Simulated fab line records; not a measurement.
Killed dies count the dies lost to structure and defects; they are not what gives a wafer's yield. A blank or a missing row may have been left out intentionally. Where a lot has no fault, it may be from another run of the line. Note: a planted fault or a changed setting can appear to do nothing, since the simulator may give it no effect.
Struck lot and sound lot, side by side -- flow ritCmos -- 19 out of 202 route steps
Sound: these wafers, L327.1, L327.5, L327.6. Wafers struck: L334.2, L334.3, L334.4. At the end, the cause is stated.
Each step with rows lists, per side, the tool, then ch with its chambers, then its first start. Under that, the readings that differ: sound wafers -- struck wafers -- difference of the means -- sigmas: that difference in standard deviations of wafers without a fault.
alike: same words and numbers on both sides, and readings whose means sit less than 2 such deviations apart. not compared: any withheld reading, any reading some wafer has no value for, any bound like >300 that may hide the same value, and any number with overlapping values for which the record gives no deviation.
Wherever a step has rows on one side only, a row that says differs or no value, or a row with sigmas, the two part there. Numbers that have no deviation but don't overlap get no sigmas and don't part them. Lack of a reading on every wafer of one side parts them only where that side has two or more wafers.

first, 1 step without rows for these wafers: RIT_SILICIDE_WET_ETCH_00 (etches SiO2 in BOE, target depth 14 nm, time 15 s).
RIT_SILICIDE_SPUTTER_01: material Ti, target thk 30 nm, time 240 s.
  sound on pvdSputter-04, day 4 03:48; struck on pvdSputter-02, day 5 15:47
  alike: throttleValvePct
RIT_SILICIDE_RS_MEAS_02: uses a four-point probe to measure.
  sound on filmMetro-02, day 4 03:57; struck on filmMetro-02, day 5 15:57
  alike: SILICIDE_TI_RS
RIT_SILICIDE_THK_MEAS_03: measures by xrf.
  sound on filmMetro-02, day 4 04:04; struck on filmMetro-02, day 5 16:04
  alike: SILICIDE_TI_THK
RIT_SILICIDE_RTA_04: time 10 s, ramp up 5 s, ramp down 5 s.
  sound on rtpAnneal-01 ch 0, day 4 04:08; struck on rtpAnneal-02 ch 0, day 5 16:07
  alike: wafer_temp_C_max
then, 1 step without rows for these wafers: RIT_SILICIDE_WET_ETCH_05 (etches Ti in SPM, time 120 s).
RIT_SILICIDE_RTA_06: time 10 s, ramp up 5 s, ramp down 10 s.
  sound on rtpAnneal-02 ch 0, day 4 04:15; struck on rtpAnneal-01 ch 0, day 5 16:14
  alike: wafer_temp_C_max
RIT_CONTACT_CVD_00: deposits SiO2 from TEOS, target thk 400 nm, time 61 s.
  sound on pecvd-02 ch 0,1,2, day 4 04:19; struck on pecvd-04 ch 0,2, day 5 16:21
  alike: heaterPowerW
RIT_CONTACT_THK_MEAS_01:
  sound on filmMetro-01, day 4 04:22; struck on filmMetro-02, day 5 16:25
  alike: CONTACT_TEOS_THK
then, 3 steps without rows for these wafers: RIT_CONTACT_HMDS_02 (prime time 60 s); RIT_CONTACT_COAT_03 (resist thk 1000 nm); RIT_CONTACT_SOFTBAKE_04 (time 60 s).
RIT_CONTACT_EXPOSE_05: exposes mask M11, target cd 1000 nm.
  sound on ilineStepper-01 ch 0, day 4 04:52; struck on ilineStepper-02 ch 0, day 5 16:56
reading,sound,struck,difference,sigmas
model.CONTACT.overlayXNm (nm),2.692 2.692 2.692,-151.1 -151.1 -151.1,-153.8,
  alike: mask, exposureDoseMJCm2
then, 2 steps without rows for these wafers: RIT_CONTACT_PEB_06; RIT_CONTACT_DEVELOP_07 (develop time 120 s).
RIT_CONTACT_CD_MEAS_08: the cd target is 1000 nm.
  sound on cdSem-02, day 4 05:23; struck on cdSem-01, day 5 17:27
  alike: cdNm
RIT_CONTACT_OVL_MEAS_09:
  sound on overlay-01, day 4 05:31; struck on overlay-01, day 5 17:34
reading,sound,struck,difference,sigmas
CONTACT_OVL (nm),0.2 0.8 2.1,-153.4 -153.6 -152.1,-154.1,-99 or more
then, 1 step without rows for these wafers: RIT_CONTACT_HARDBAKE_10 (time 60 s).
RIT_M1_PROBE_99:
  sound on prober-02, day 4 10:46; struck on prober-02, day 5 23:13
reading,sound,struck,difference,sigmas
model.etest.contactToGate.bvRightV (V),87.2 87.83 85.47,166.5 165.2 167.5,+79.6,
model.etest.contactToGate.bvLeftV (V),90.76 92.9 93,14.7 14.93 10.75,-78.8,
  alike: killed_at_M0_to_M3, killedAtContacts, killedAtFrontEnd, killedDies, killedOpen, killedShort

== WHERE THEY PART ==
At RIT_CONTACT_OVL_MEAS_09 and nowhere else, as far as this record goes. Later steps at which nothing parts them and some readings are alike: RIT_M1_PROBE_99.

WHY: whatever the simulator had introduced
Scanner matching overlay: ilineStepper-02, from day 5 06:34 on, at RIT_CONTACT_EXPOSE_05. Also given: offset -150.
